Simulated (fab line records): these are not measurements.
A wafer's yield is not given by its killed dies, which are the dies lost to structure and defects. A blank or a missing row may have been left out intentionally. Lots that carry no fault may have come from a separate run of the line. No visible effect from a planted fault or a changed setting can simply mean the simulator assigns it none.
fab line records    flow rit-cmos
record lots=5  wafers=15  last-day=7
route steps=202 shown GATE@83 M1@202
lots with no fault: from the same line, run without faults
start-h: hours from the record's first day to the start of the lot's first wafer shown    wait-h: hours elapsed since this lot's preceding step    " unchanged from the row above    L1.1+2: a row that stands for several wafers    - either no value or no given start    * or withheld: withheld    < > ~ a bound
route shown NAME@n: NAME is a module with steps in the file, n the number in the route of the first one    usual: mean and standard deviation over wafers with no fault    same: alike in all rows    chamber/n: place in a boat    sites: each site's reading    _std_site: standard deviation of those values    _edge_site: the outer-site mean with the inner-site mean subtracted    radius-mm: for every site, how far away it sits from the centre of the wafer    mask NAME#n: copy n    behind: tool/chamber where the wafer was last shaped    hold: reason for holding the lot/hours on hold/outcome of the hold    device: transistor that didn't switch, given as n, p or np    end of line: the route-end tests of the same wafers    step lacking rows: just its recipe    killed: dies lost to structure and defects at the first sort, not the wafer's yield    map: a wafer's dies, x killed, . not, _ none there
set.NAME: setting as actually run; set.NAME@STEP: the setting as run at that earlier step    model.NAME: the simulator's own value behind a step, which no gauge read
lots seen at some steps along the route; tables by step, rows by wafer
services: a tool's chamber out of use, with start hour (start-h, from the record's first day; less than 0 if before it), hours out, and reason
## steps
# step RIT_GATE_THK_MEAS_07
# recipe reads=SiO2_of_GATE_OXIDATION_05
# usual GATE_OXIDE_THK=2.83/0.064
lot.wafer  tool           chamber  start-h  wait-h  GATE_OXIDE_THK[nm]
L331.1     film-metro-04  -        52.01    0.0     2.68
L331.2     "              -        "        "       2.80
L331.6     "              -        "        "       2.77
L338.3     film-metro-01  -        88.98    0.0     2.81
L338.4     "              -        "        "       2.83
L338.5     "              -        "        "       2.77
L339.2     film-metro-01  -        91.75    0.0     2.85
L339.4     "              -        "        "       2.80
L339.6     "              -        "        "       2.84
L346.1     film-metro-01  -        125.25   0.0     2.71
L346.3     "              -        "        "       2.78
L346.5     "              -        "        "       2.88
L350.1     film-metro-03  -        146.07   0.0     2.87
L350.3     "              -        "        "       2.75
L350.6     "              -        "        "       2.87
# step RIT_GATE_CVD_08
# recipe material=poly-Si  target-thk-nm=250  temp-c=610  precursor=SiH4  time-s=2220  pressure-mtorr=300  sih4-flow-sccm=100
# step RIT_GATE_THK_MEAS_09
# recipe reads=poly-Si_of_GATE_CVD_08
# usual GATE_POLY_THK=248.6/2.4
lot.wafer  tool           chamber  start-h  wait-h  GATE_POLY_THK[nm]
L331.1     film-metro-04  -        53.69    0.0     251.6
L331.2     "              -        "        "       251.2
L331.6     "              -        "        "       252.3
L338.3     film-metro-04  -        90.66    0.0     246.6
L338.4     "              -        "        "       247.1
L338.5     "              -        "        "       246.4
L339.2     film-metro-01  -        94.23    0.0     250.1
L339.4     "              -        "        "       251.0
L339.6     "              -        "        "       253.8
L346.1     film-metro-01  -        126.92   0.0     254.2
L346.3     "              -        "        "       251.4
L346.5     "              -        "        "       249.2
L350.1     film-metro-04  -        147.75   0.0     249.3
L350.3     "              -        "        "       247.5
L350.6     "              -        "        "       248.7
# step RIT_GATE_HMDS_10
# recipe prime-time-s=60  prime-temp-c=140
# step RIT_GATE_COAT_11
# recipe resist=NOVOLAK  spin-rpm=4250  resist-thk-nm=850
# step RIT_GATE_SOFTBAKE_12
# recipe resist=NOVOLAK  temp-c=90  time-s=60
# step RIT_GATE_EXPOSE_13
# recipe mask-id=M6  na=0.6  source-shape=conventional  sigma-outer=0.6  target-cd-nm=150  dose-mj=380
# step RIT_GATE_PEB_14
# recipe resist=NOVOLAK  temp-c=withheld  time-s=withheld
# step RIT_GATE_DEVELOP_15
# recipe resist=NOVOLAK  develop-time-s=50  dev-temp-c=23
# step RIT_GATE_CD_MEAS_16
# recipe target-cd-nm=150
# usual cd-nm=149.6/2.7
lot.wafer  tool       chamber  start-h  wait-h  cd-nm
L331.1     cd-sem-02  -        54.77    -       152.8
L331.2     "          -        "        "       154.5
L331.6     "          -        "        "       152.2
L338.3     cd-sem-01  -        91.86    -       146.6
L338.4     "          -        "        "       148.9
L338.5     "          -        "        "       145.3
L339.2     cd-sem-02  -        95.28    -       152.7
L339.4     "          -        "        "       150.9
L339.6     "          -        "        "       150.5
L346.1     cd-sem-02  -        128.11   -       149.2
L346.3     "          -        "        "       146.9
L346.5     "          -        "        "       150.9
L350.1     cd-sem-02  -        148.67   -       151.5
L350.3     "          -        "        "       151.3
L350.6     "          -        "        "       151.8
# step RIT_GATE_OVL_MEAS_17
# usual GATE_OVL=0.4/1.3
lot.wafer  tool        chamber  start-h  wait-h  GATE_OVL[nm]
L331.1     overlay-01  -        54.89    0.1     -0.4
L331.2     "           -        "        "       -1.0
L331.6     "           -        "        "       -0.7
L338.3     overlay-02  -        91.95    0.1     0.8
L338.4     "           -        "        "       0.8
L338.5     "           -        "        "       0.8
L339.2     overlay-01  -        95.38    0.1     2.1
L339.4     "           -        "        "       2.1
L339.6     "           -        "        "       3.2
L346.1     overlay-02  -        128.23   0.1     -0.2
L346.3     "           -        "        "       -2.7
L346.5     "           -        "        "       1.1
L350.1     overlay-01  -        148.79   0.1     1.9
L350.3     "           -        "        "       0.8
L350.6     "           -        "        "       2.9
# step RIT_GATE_HARDBAKE_18
# recipe resist=NOVOLAK  temp-c=140  time-s=60
# step RIT_GATE_ETCH_19
# recipe chemistry=SF6/CHF3/O2  time-s=165  SF6_flow_sccm=30  CHF3_flow_sccm=30  O2_flow_sccm=5  target=poly-Si  pressure-mtorr=40  rf-w=163  target-depth-a=3125  over-etch-frac=0.25  stop-on=SiO2
# usual drypump-motor-current-A=6.0/0.45  oes-product-au=0.842/0.018  run-length-s=193.2/0.52  throttle-valve-pct=10.23/0.17
lot.wafer  tool       chamber  start-h  wait-h  drypump-motor-current-A  oes-product-au  rf-hours-counter-h  run-length-s  throttle-valve-pct  model.NOVOLAK_of_GATE_COAT_11.thk-nm  model.GATE.feature-depth-nm  model.etch.depth-nm
L331.1     rie-si-02  3        55.07    0.1     5.5                      0.819           106                 192.7         10.41               671.8                                 251.5                        251.5
L331.2     "          1        "        "       5.8                      0.863           115                 193.9         10.22               667.9                                 251                          251
L331.6     "          3        "        "       5.5                      0.827           -                   192.8         10.41               670.5                                 252.2                        252.2
L338.3     rie-si-01  0        92.13    0.1     6.1                      0.835           111                 193.4         10.13               666                                   246.7                        246.7
L338.4     "          3        "        "       5.6                      0.854           110                 192.6         10.25               671.3                                 247                          247
L338.5     "          1        "        "       6.5                      0.850           -                   192.9         9.97                666.9                                 246.5                        246.5
L339.2     rie-si-02  3        95.56    0.1     5.5                      0.970           106                 151.3         10.41               692.7                                 235.4                        235.4
L339.4     "          0        "        "       5.3                      0.838           48                  193.3         10.05               668                                   250.7                        250.7
L339.6     "          1        "        "       5.8                      0.871           -                   194.1         10.24               664.9                                 253.8                        253.8
L346.1     rie-si-01  2        128.42   0.1     6.4                      0.862           102                 193.7         10.32               664                                   254.1                        254.1
L346.3     "          1        "        "       6.5                      0.867           2                   192.7         9.97                662.5                                 251.4                        251.4
L346.5     "          1        "        "       6.5                      0.856           -                   192.3         9.97                663.1                                 249.5                        249.5
L350.1     rie-si-01  0        148.97   0.1     6.0                      0.838           111                 193.7         10.12               663.4                                 249.5                        249.5
L350.3     "          1        "        "       6.5                      0.851           3                   193.0         9.96                663.1                                 247.6                        247.6
L350.6     "          1        "        "       6.5                      0.855           -                   192.4         9.97                664.9                                 248.9                        248.9
# step RIT_GATE_STRIP_20
# recipe chemistry=O2  time-s=180  resist=NOVOLAK  platen-temp-c=withheld  power-w=500  pressure-mtorr=4000  o2-flow-sccm=4000
# usual drypump-motor-current-A=5.3/0.4  o2-flow-sccm=3998/11
lot.wafer  tool             chamber  start-h  wait-h  drypump-motor-current-A  o2-flow-sccm  rf-hours-counter-h
L331.1     plasma-asher-03  0        55.18    0.1     5.0                      4001          44
L331.2     "                1        "        "       5.9                      3996          44
L331.6     "                1        "        "       5.9                      4005          -
L338.3     plasma-asher-03  1        92.29    0.1     5.9                      3990          -
L338.4     "                0        "        "       4.9                      3980          -
L338.5     "                1        "        "       5.9                      3989          -
L339.2     plasma-asher-03  0        95.67    0.1     5.0                      4014          47
L339.4     "                0        "        "       4.9                      4017          -
L339.6     "                1        "        "       5.9                      4012          -
L346.1     plasma-asher-03  0        128.53   0.1     5.0                      3981          51
L346.3     "                0        "        "       5.0                      3996          -
L346.5     "                1        "        "       5.9                      4023          -
L350.1     plasma-asher-03  0        149.08   0.1     5.0                      4021          53
L350.3     "                0        "        "       5.0                      4009          -
L350.6     "                0        "        "       5.0                      3994          -
# step RIT_M1_PROBE_99
# usual killed-at-contacts=0.0/0.2  killed-at-front-end=6.6/2.9  killed-dies=6.6/3  killed-on-rim=1.7/1.4  killed-open=3.4/2  killed-short=3.2/2
# same gross-dies=264  killed_at_M0_to_M3=0  killed_at_M4_up=0  killed-at-back-side=0  killed-at-other=0
lot.wafer  tool       chamber  start-h  wait-h  killed-at-contacts  killed-at-front-end  killed-dies  killed-on-rim  killed-open  killed-short
L331.1     prober-01  -        76.55    0.1     0                   11                   11           6              6            5
L331.2     prober-01  -        76.60    0.1     0                   2                    2            1              2            0
L331.6     prober-01  -        76.80    0.2     0                   5                    5            1              2            3
L338.3     prober-02  -        112.38   0.2     0                   6                    6            1              2            4
L338.4     prober-02  -        112.43   0.2     0                   9                    9            2              6            3
L338.5     prober-02  -        112.48   0.2     0                   5                    5            2              2            3
L339.2     prober-01  -        117.70   0.1     0                   249                  249          70             1            1
L339.4     prober-01  -        117.80   0.2     1                   6                    7            2              5            2
L339.6     prober-01  -        117.90   0.2     0                   6                    6            2              5            1
L346.1     prober-02  -        149.66   0.1     0                   5                    5            2              5            0
L346.3     prober-02  -        149.76   0.2     0                   8                    8            1              6            2
L346.5     prober-02  -        149.86   0.2     0                   3                    3            2              2            1
L350.1     prober-02  -        169.31   0.1     0                   6                    6            0              1            5
L350.3     prober-02  -        169.41   0.2     0                   9                    9            2              2            7
L350.6     prober-02  -        169.56   0.2     0                   8                    8            2              3            5
# killed by level:class
L331.1 GATE:geometric-particle:short=3 SPACER:geometric-particle:open=3 FOX1:geometric-particle:short=1 FOX2:geometric-particle:open=1 GATE:geometric-particle:open=1 REOX:geometric-particle:open=1 SILICIDE:geometric-particle:short=1
L331.2 FOX1:geometric-particle:open=1 GATE:geometric-particle:open=1
L331.6 FOX1:geometric-particle:open=1 GATE:geometric-particle:short=1 REOX:geometric-particle:short=1 SPACER:geometric-particle:open=1 SPACER:geometric-particle:short=1
L338.3 GATE:geometric-particle:short=4 GATE:geometric-particle:open=1 SPACER:geometric-particle:open=1
L338.4 GATE:geometric-particle:short=3 GATE:geometric-particle:open=2 FOX2:geometric-particle:open=1 REOX:geometric-particle:open=1 SPACER:geometric-particle:open=1 SILICIDE:geometric-particle:open=1
L338.5 FOX2:geometric-particle:short=2 FOX2:geometric-particle:open=1 GATE:geometric-particle:open=1 SILICIDE:geometric-particle:short=1
L339.2 GATE:area-etch=247 FOX2:geometric-particle:open=1 REOX:geometric-particle:short=1
L339.4 REOX:geometric-particle:open=2 FOX1:geometric-particle:short=1 SPACER:geometric-particle:open=1 SILICIDE:geometric-particle:short=1 SILICIDE:geometric-particle:open=1 CONTACT:geometric-particle:open=1
L339.6 GATE:geometric-particle:open=2 SILICIDE:geometric-particle:open=2 ACTIVE:geometric-particle:open=1 GATE:geometric-particle:short=1
L346.1 GATE:geometric-particle:open=4 FOX2:geometric-particle:open=1
L346.3 GATE:geometric-particle:open=4 GATE:geometric-particle:short=2 FOX2:geometric-particle:open=1 SILICIDE:geometric-particle:open=1
L346.5 GATE:geometric-particle:short=1 SPACER:geometric-particle:open=1 SILICIDE:geometric-particle:open=1
L350.1 GATE:geometric-particle:short=2 FOX2:geometric-particle:short=1 GATE:geometric-particle:open=1 SPACER:geometric-particle:short=1 SILICIDE:geometric-particle:short=1
L350.3 GATE:geometric-particle:short=2 ACTIVE:geometric-particle:short=1 FOX2:geometric-particle:open=1 FOX2:geometric-particle:short=1 GATE:geometric-particle:open=1 REOX:geometric-particle:short=1 SPACER:geometric-particle:short=1 SILICIDE:geometric-particle:short=1
L350.6 GATE:geometric-particle:short=3 FOX1:geometric-particle:short=1 FOX1:geometric-particle:open=1 REOX:geometric-particle:open=1 SPACER:geometric-particle:open=1 SILICIDE:geometric-particle:short=1
# map L339.2 (x killed, . not)
________xxxxxxx_______
_____xxxxx.xxxxxxx____
____xxxxxxxxxxxxxxx___
___xxxxxxxxxxxxxxxxx__
__xxxxxxxxxxxxxxxxxxx_
__xxxxxxxxx...xxxxxxx_
_xxxxxxxxxxx....xxxxxx
_xxxxxxxxxx......xxxxx
_xxxxxxxxxxxxxxxxxxxxx
_xxxxxxxxxxxxxxxxxxxxx
__xxxxxxxxxxxxx.xxxxx_
__xxxxxxxxxxxxxxxxxxx_
___xxxxxxxxxxxxxxxxx__
____xxxxxxxxxxxxxxx___
_____xxxxxxxxxxxxx____
________xxxxxxx_______
# map L331.1 (x killed, . not)
________......x_______
_____.............____
____...............___
___.................__
__..................._
__.x................._
_xx.x..........x......
_.....................
_....................x
_.....................
__.............x....._
__.........x........._
___...............x.__
____..............x___
_____.............____
________......._______
## services
tool             chamber  start-h  hours  kind
rie-si-01        -        39.48    0.4    repair
rie-si-02        1        41.26    5.3    repair
plasma-asher-03  -        68.20    8.0    repair
## key
first-sign step=RIT_GATE_ETCH_19  reading=run-length-s  direction=down  sigmas=80  usual=*  struck=*
effect step=RIT_GATE_ETCH_19  reading=oes-product-au  direction=up  sigmas=7.3  usual=0.842  struck=0.970
effect step=RIT_M1_PROBE_99  reading=killed-at-front-end  direction=up  sigmas=82  usual=6.6  struck=249
model-effect step=RIT_GATE_ETCH_19  value=NOVOLAK_of_GATE_COAT_11.thk-nm  without=672.2  struck=692.7
more-kills-born-at RIT_GATE_ETCH_19@rie-si-02=247
met-at RIT_GATE_ETCH_19
struck-wafers L339.2
later-rows-left-out L339.2
tester-left-out L339
onset-between 55.07 95.56
fault kind=process-parameter-drift  tool=rie-si-02  chamber=3  onset-h=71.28  steps=RIT_GATE_ETCH_19  channel=time-s  offset=*  shape=step  end-h=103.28  stated=*
# tester-left-out: of these lots the tester's yield and bins aren't shown, on N5 and GAA mostly nor the transistor test; their killed dies are dies lost to structure and defects alone, not to doping, threshold or leakage, so they don't give the yield
# later-rows-left-out: the simulator's readings of these wafers behind a module that went badly wrong aren't trusted and aren't shown, but for the sort
